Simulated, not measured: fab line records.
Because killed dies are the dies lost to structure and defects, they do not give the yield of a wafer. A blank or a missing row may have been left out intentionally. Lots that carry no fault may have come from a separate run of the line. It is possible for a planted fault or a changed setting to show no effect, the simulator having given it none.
Which tool did it? | flow rit-cmos | 42 wafers from 14 lots sampled at 2 of the route's 202 steps

WHAT THE GAUGES READ, wafer by wafer
RIT_REOX_THK_MEAS_04. Usual: REOX_OXIDE_THK 25.4 nm, standard deviation 0.41.
lot  | measured    | on            | REOX_OXIDE_THK (nm) | flag
L781 | day 2 19:46 | film-metro-01 | 25.8 25.6 25.5      |
L782 | day 3 02:46 | film-metro-04 | 25.7 25.9 25.2      |
L783 | day 3 09:14 | film-metro-01 | 24.7 24.8 25.0      |
L784 | day 3 12:29 | film-metro-04 | 25.4 25.4 25.2      |
L785 | day 3 15:04 | film-metro-04 | 25.2 25.4 25.0      |
L786 | day 4 00:02 | film-metro-02 | 25.4 24.9 25.1      |
L788 | day 4 05:14 | film-metro-01 | 26.1 25.2 25.5      |
L790 | day 4 22:41 | film-metro-01 | 25.9 25.7 25.5      |
L791 | day 5 01:20 | film-metro-04 | 24.9 25.3 25.0      |
L794 | day 5 15:55 | film-metro-01 | 27.4 27.5 27.5      | OFF
L795 | day 5 19:47 | film-metro-01 | 26.9 26.8 27.0      | OFF
L799 | day 6 12:32 | film-metro-01 | 24.8 24.8 24.5      |
L802 | day 7 03:28 | film-metro-04 | 24.7 24.8 24.6      |
L804 | day 7 14:44 | film-metro-01 | 25.5 25.2 25.6      |

EACH LOT AND THE TOOL THAT RAN IT (in order: tool; ch and the chambers of the sampled wafers; start)
lot  | RIT_REOX_OXIDATION_03
L781 | furnace-04 ch 0, day 2 17:13
L782 | furnace-01 ch 0, day 3 00:13
L783 | furnace-01 ch 0, day 3 06:41
L784 | furnace-04 ch 0, day 3 09:56
L785 | furnace-04 ch 0, day 3 12:29
L786 | furnace-04 ch 0, day 3 21:28
L788 | furnace-03 ch 0, day 4 02:40
L790 | furnace-03 ch 0, day 4 20:08
L791 | furnace-04 ch 0, day 4 22:47
L794 | furnace-04 ch 0, day 5 13:22
L795 | furnace-04 ch 0, day 5 17:14
L799 | furnace-01 ch 0, day 6 09:59
L802 | furnace-01 ch 0, day 7 00:55
L804 | furnace-01 ch 0, day 7 12:11
- RIT_REOX_OXIDATION_03: target thk 25.2 nm, ox time 5580 s.

WHAT THE TOOLS THEMSELVES READ (means of the sampled wafers that have a number; where no wafer has one, the mark that the record gives instead)
RIT_REOX_OXIDATION_03. Usual: spike-tc-centre-C 902.6 C, standard deviation 0.98; spike-tc-load-C 926.1 C, standard deviation 1.5; spike-tc-source-C 926.6 C, standard deviation 2.4; tube-center-temp-C 900.01 C, standard deviation 0.077; tube_center_temp_C_max 902.3, standard deviation 0.45.
lot  | tool       | spike-tc-centre-C (C) | spike-tc-load-C (C) | spike-tc-source-C (C) | tube-center-temp-C (C) | tube_center_temp_C_max | flag
L781 | furnace-04 | 902.0                 | 925.9               | 928.0                 | 900.02                 | 902.1                  |
L782 | furnace-01 | 901.9                 | 927.4               | 925.3                 | 900.06                 | 902.0                  |
L783 | furnace-01 | 902.8                 | 928.0               | 924.9                 | 900.02                 | 902.1                  |
L784 | furnace-04 | 902.8                 | 925.5               | 929.2                 | 900.03                 | 902.1                  |
L785 | furnace-04 | 902.0                 | 925.8               | 928.4                 | 899.99                 | 902.9                  |
L786 | furnace-04 | 902.7                 | 926.0               | 928.8                 | 900.04                 | 902.6                  |
L788 | furnace-03 | 902.4                 | 925.1               | 925.2                 | 900.06                 | 902.2                  |
L790 | furnace-03 | 903.0                 | 924.9               | 924.9                 | 899.96                 | 902.4                  |
L791 | furnace-04 | 901.8                 | 925.5               | 929.1                 | 900.04                 | 902.3                  |
L794 | furnace-04 | 911.0                 | 934.7               | 937.9                 | 908.01                 | 910.3                  | OFF
L795 | furnace-04 | 911.3                 | 934.4               | 936.8                 | 907.99                 | 910.1                  | OFF
L799 | furnace-01 | 902.9                 | 927.8               | 924.1                 | 900.00                 | 902.3                  |
L802 | furnace-01 | 903.3                 | 928.1               | 924.9                 | 900.07                 | 902.6                  |
L804 | furnace-01 | 903.4                 | 927.7               | 923.9                 | 900.00                 | 902.1                  |

THE ANSWER, worked out from the rows above alone
Rule: take the mean of a lot's wafers that have a number; if it is more than 3 standard deviations from the usual mean, the lot is off. A lot without any number at a reading at which 4 lots or more have one is off too. Any other lot the step has rows for is counted as sound. Order of review: gauges by route order, followed by the tools' own readings, for which a lot's mean as printed above is used. At the first step where some lot is off, the reading lying furthest off is the one used; lots without a number count as furthest.
Off: L794, L795, at RIT_REOX_THK_MEAS_04 (REOX_OXIDE_THK).
If a tool, at a process step before that reading, ran all the lots that are off and no sound lot after the first of them, it fits. Not tried: the gauges at RIT_REOX_THK_MEAS_04; whatever is off there is also off at RIT_REOX_OXIDATION_03, on other tools, and gauge error can't account for it. One fits: RIT_REOX_OXIDATION_03 on furnace-04. A fault onset in the window from L791 (day 4 22:47, its last sound lot) to L794 (day 5 13:22, its first lot off) fits.
The tool's own readings at RIT_REOX_OXIDATION_03 bear it out: on the lots that are off they differ by more than 5 times the standard deviation of the sound lots' means. spike-tc-centre-C reads 911.1 C there against 902.6 C on the sound lots; spike-tc-load-C reads 934.5 C there against 926.5 C on the sound lots; spike-tc-source-C reads 937.3 C there against 926.4 C on the sound lots; tube-center-temp-C reads 908.00 C there against 900.02 C on the sound lots; tube_center_temp_C_max reads 910.2 there against 902.3 on the sound lots.

WHAT THE SIMULATOR HAD PUT IN
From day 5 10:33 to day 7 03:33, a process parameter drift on furnace-04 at RIT_REOX_OXIDATION_03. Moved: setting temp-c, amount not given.
Struck lots among those shown: L794, L795. This agrees with what the rule above found.
